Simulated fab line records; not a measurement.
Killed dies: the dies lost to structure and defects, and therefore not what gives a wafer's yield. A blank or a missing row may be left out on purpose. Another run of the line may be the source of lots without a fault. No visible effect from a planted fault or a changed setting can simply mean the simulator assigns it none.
Split-lot trial | flow ritCmos | on a route of 202 steps: 5 lots, 23 wafers read

## ON THE SPLIT
At RIT_NWELL_IMPLANT_08, the setting doseCm2 was moved away from the recipe's 5e+13 on 9 of the 23 wafers read, by -3.9% to +5.4%. The other wafers ran this setting at the recipe's value.

## FROM THE SPLIT TO THE READING: what the file shows between them, 6 steps
- RIT_PWELL_SOFTBAKE_02: time 60 s (also split here: tempC)
- RIT_PWELL_EXPOSE_03: exposes mask M3, target cd 43700 nm
- RIT_PWELL_PEB_04
- RIT_PWELL_DEVELOP_05: develop time 68 s
- RIT_PWELL_HARDBAKE_07: time 120 s
- RIT_WELLDRIVE_ANNEAL_00: time 14700 s

## THE READING
At RIT_WELLDRIVE_RS_MEAS_01, a four-point-probe measurement gives NWELL_RS in ohm/sq. Typical for fault-free wafers on this fab line: 275.7 ohm/sq, with standard deviation 0.85 ohm/sq.

wafer  | tool, chamber at the split | doseCm2 as run | against the recipe | NWELL_RS, ohm/sq | against lot-mates on the recipe
L078.1 | implanter-01, 0            | 4.807e+13      | -3.9%              | 283.2            | +6.5
L078.3 | implanter-01, 0            | 5e+13          | recipe             | 276.3            | -
L078.4 | implanter-01, 0            | 4.807e+13      | -3.9%              | 282.8            | +6.1
L078.5 | implanter-01, 0            | 4.807e+13      | -3.9%              | 282.3            | +5.6
L078.6 | implanter-01, 0            | 5e+13          | recipe             | 277.1            | -
L080.2 | implanter-03, 0            | 5e+13          | recipe             | 276.7            | -
L080.3 | implanter-03, 0            | 5.268e+13      | +5.4%              | 267.5            | -9.0
L080.4 | implanter-03, 0            | 5e+13          | recipe             | 276.1            | -
L080.5 | implanter-03, 0            | 5e+13          | recipe             | 276.8            | -
L080.6 | implanter-03, 0            | 5.268e+13      | +5.4%              | 268.0            | -8.5
L082.1 | implanter-01, 0            | 5e+13          | recipe             | 274.9            | -
L082.5 | implanter-01, 0            | 5e+13          | recipe             | 274.0            | -
L082.6 | implanter-01, 0            | 5e+13          | recipe             | 274.0            | -
L084.2 | implanter-03, 0            | 5e+13          | recipe             | 276.7            | -
L084.3 | implanter-03, 0            | 5.175e+13      | +3.5%              | 270.1            | -6.5
L084.4 | implanter-03, 0            | 5e+13          | recipe             | 275.8            | -
L084.5 | implanter-03, 0            | 5.175e+13      | +3.5%              | 270.8            | -5.8
L084.6 | implanter-03, 0            | 5e+13          | recipe             | 277.4            | -
L085.1 | implanter-03, 0            | 5e+13          | recipe             | 275.1            | -
L085.2 | implanter-03, 0            | 4.898e+13      | -2.0%              | 278.5            | +3.5
L085.3 | implanter-03, 0            | 5e+13          | recipe             | 275.0            | -
L085.5 | implanter-03, 0            | 4.898e+13      | -2.0%              | 278.3            | +3.3
L085.6 | implanter-03, 0            | 5e+13          | recipe             | 275.0            | -

THE FIT
A straight line over all 23 wafers: NWELL_RS changes by -1.59 ohm/sq for each +1% of doseCm2; r = -0.97; the points scatter about the line by 0.98 ohm/sq.
The same after taking each lot's own level away (the mean of its wafers on the recipe; 23 wafers): -1.64 ohm/sq for each +1%; r = -0.99; scatter 0.42 ohm/sq.
According to that fit, moving doseCm2 by its largest amount changes the reading by 8.8 ohm/sq.
Across the lots, their own levels run from 274.30 to 276.70 ohm/sq, a range of 2.8 times the standard deviation given above.
Consequently the slope shifts little with the lot-to-lot level, the two slopes agreeing.
Check: for one of the wafers moved furthest among these (+5.4%), held out of the fit, the line's prediction against its lot-mates is -8.8 ohm/sq. It came out at -9.03 ohm/sq against them.

## THESE WAFERS: OTHER SPLITS
These wafers also went through other splits before the reading. Each is held against what the fit with the lots' levels taken away leaves over:
other split on the same wafers     | wafers away from the commonest value | r with NWELL_RS (lot level and that fit taken away)
RIT_ACTIVE_SOFTBAKE_07 tempC       | 5                                    | -0.23
RIT_ACTIVE_DEVELOP_10 developTimeS | 5                                    | -0.30
RIT_FOX2_OXIDATION_00 oxTimeS      | 18                                   | -0.06
RIT_PWELL_SOFTBAKE_02 tempC        | 12                                   | -0.06

## FILE'S OWN FIT
NWELL_RS changes by -1.65 ohm/sq for each +1% of doseCm2, r = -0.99.
